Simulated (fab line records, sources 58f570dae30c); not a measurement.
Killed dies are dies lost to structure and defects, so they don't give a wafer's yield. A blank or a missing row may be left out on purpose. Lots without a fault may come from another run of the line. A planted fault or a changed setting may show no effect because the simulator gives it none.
A struck lot beside a sound one | flow berkeley_cmos170 | 26 steps out of a route of 331
Sound: wafers L933.1, L933.3, L933.5. Struck: wafers L942.2, L942.4, L942.6. The cause comes at the end.
At each step with rows: each side's tool, then ch and its chambers, then its first start. Under that, the readings that differ: sound wafers | struck wafers | difference of the means | sigmas: that difference in standard deviations of wafers without a fault.
alike: readings whose means differ by less than 2 such deviations, and words and numbers that are the same on both sides. not compared: withheld readings, readings that some wafer has no value for, bounds like >300 that may hide the same value, and numbers for which the record gives no deviation and whose values overlap.
The two part at a step that has a row with sigmas, a row that says differs or no value, or rows on one side only. Numbers that don't overlap but have no deviation are shown without sigmas and don't part them. A reading that every wafer of one side lacks parts them only if that side has two wafers or more.

first, 3 steps without rows for these wafers: UCB170_PVT_EXPOSE_03 (exposes mask NWELL, target cd 3000 nm); UCB170_PVT_PEB_04; UCB170_PVT_DEVELOP_05 (develop time 45 s).
UCB170_PVT_OVL_MEAS_06:
  sound on overlay-01, day 7 06:26; struck on overlay-01, day 8 22:19
  alike: PVT_OVL
then, 1 step without rows for these wafers: UCB170_PVT_IMPLANT_07.
UCB170_PVT_STRIP_08: strips in O2.
  sound on plasma_asher-04 ch 0, day 7 06:38; struck on plasma_asher-04 ch 0,1, day 8 22:30
  alike: chamber_pressure_mTorr, drypump_motor_current_A, oes_product_au, strip_time_to_endpoint_s
  not compared: rf_hours_counter_h
UCB170_PVT_TW_MEAS_09:
  sound on film_metro-04, day 7 06:46; struck on film_metro-04, day 8 22:37
  alike: PVT_TW
then, 1 step without rows for these wafers: UCB170_GATE_WET_ETCH_00 (etches SiO2 in dHF, time 200 s).
UCB170_FIELD_THK_MEAS_91:
  sound on film_metro-01, day 7 07:02; struck on film_metro-01, day 8 22:44
  alike: FIELD_OXIDE_LEFT_2_THK
then, 1 step without rows for these wafers: UCB170_GATE_OXIDATION_01 (target thk 6.6 nm, ox time 1800 s).
UCB170_GATE_THK_MEAS_02:
  sound on film_metro-03, day 7 12:03; struck on film_metro-04, day 9 02:49
  alike: GATE_OXIDE_THK
then, 1 step without rows for these wafers: UCB170_GATE_ANNEAL_03 (time 1800 s).
UCB170_GATE_CVD_04: deposits poly-Si from SiH4, time 1440 s, target thk 214 nm.
  sound on lpcvd-01 ch 0, day 7 15:49; struck on lpcvd-02 ch 0, day 9 08:56
  reading                                  | sound             | struck          | difference | sigmas
  model.poly-Si_of_GATE_CVD_04.thk_nm (nm) | 212.3 214.3 211.8 | 358.6 358.4 359 | +145.9     |
UCB170_GATE_THK_MEAS_05:
  sound on film_metro-04, day 7 17:13; struck on film_metro-04, day 9 10:21
  reading            | sound             | struck            | difference | sigmas
  GATE_POLY_THK (nm) | 212.2 214.2 211.7 | 358.7 358.3 359.2 | +146.0     | +73
then, 6 steps without rows for these wafers: UCB170_GATE_COAT_06; UCB170_GATE_COAT_07 (resist thk 900 nm); UCB170_GATE_SOFTBAKE_08 (time 59.19 s); UCB170_GATE_EXPOSE_09 (exposes mask POLY, target cd 350 nm); UCB170_GATE_PEB_10; UCB170_GATE_DEVELOP_11 (develop time 45 s).
UCB170_GATE_CD_MEAS_12: target cd 350 nm.
  sound on cd_sem-02, day 7 19:24; struck on cd_sem-01, day 9 11:46
  alike: cd_nm
UCB170_GATE_OVL_MEAS_13:
  sound on overlay-02, day 7 19:31; struck on overlay-02, day 9 11:53
  alike: GATE_OVL
UCB170_GATE_ETCH_14: etches BARC in N2/H2.
  sound on rie_diel-02 ch 0,1,2, day 7 19:34; struck on rie_diel-03 ch 0,1,2, day 9 11:55
  alike: chamber_pressure_mTorr, drypump_motor_current_A, n2_flow_sccm, oes_product_au, throttle_valve_pct
UCB170_GATE_ETCH_15: etches poly-Si in HBr/Cl2, stops on SiO2, time 56.3 s, target depth 278.2 nm.
  sound on rie_si-01 ch 0,3, day 7 19:36; struck on rie_si-02 ch 0,3, day 9 11:57
  reading                          | sound             | struck            | difference | sigmas
  oes_product_au (a.u.)            | 0.835 0.843 0.837 | 0.964 0.969 0.962 | +0.127     | +8
  model.etch.depth_nm (nm)         | 212.3 214.3 211.8 | 275.3 277 273.5   | +62.5      |
  model.GATE.feature_depth_nm (nm) | 212.4 214.3 211.8 | 275.3 277 273.5   | +62.4      |
  alike: HBr_flow_sccm, chamber_pressure_mTorr, drypump_motor_current_A, throttle_valve_pct
  not compared: rf_hours_counter_h
UCB170_GATE_STRIP_16: strips in O2.
  sound on plasma_asher-02 ch 1, day 7 19:39; struck on plasma_asher-02 ch 0,1, day 9 12:00
  reading                                  | sound           | struck            | difference | sigmas
  model.poly-Si_of_GATE_CVD_04.thk_nm (nm) | 212 213.9 211.5 | 358.3 358.1 358.6 | +145.9     |
  alike: chamber_pressure_mTorr, drypump_motor_current_A, oes_product_au
  not compared: rf_hours_counter_h
UCB170_GATE_CD_MEAS_90: target cd 350 nm.
  sound on cd_sem-02, day 7 19:48; struck on cd_sem-01, day 9 12:15
  alike: cd_nm

WHERE THEY PART
First at UCB170_GATE_THK_MEAS_05; last, within this record, at UCB170_GATE_ETCH_15. Later steps at which nothing parts them and some readings are alike: UCB170_GATE_STRIP_16, UCB170_GATE_CD_MEAS_90.

WHY: what the simulator had put in
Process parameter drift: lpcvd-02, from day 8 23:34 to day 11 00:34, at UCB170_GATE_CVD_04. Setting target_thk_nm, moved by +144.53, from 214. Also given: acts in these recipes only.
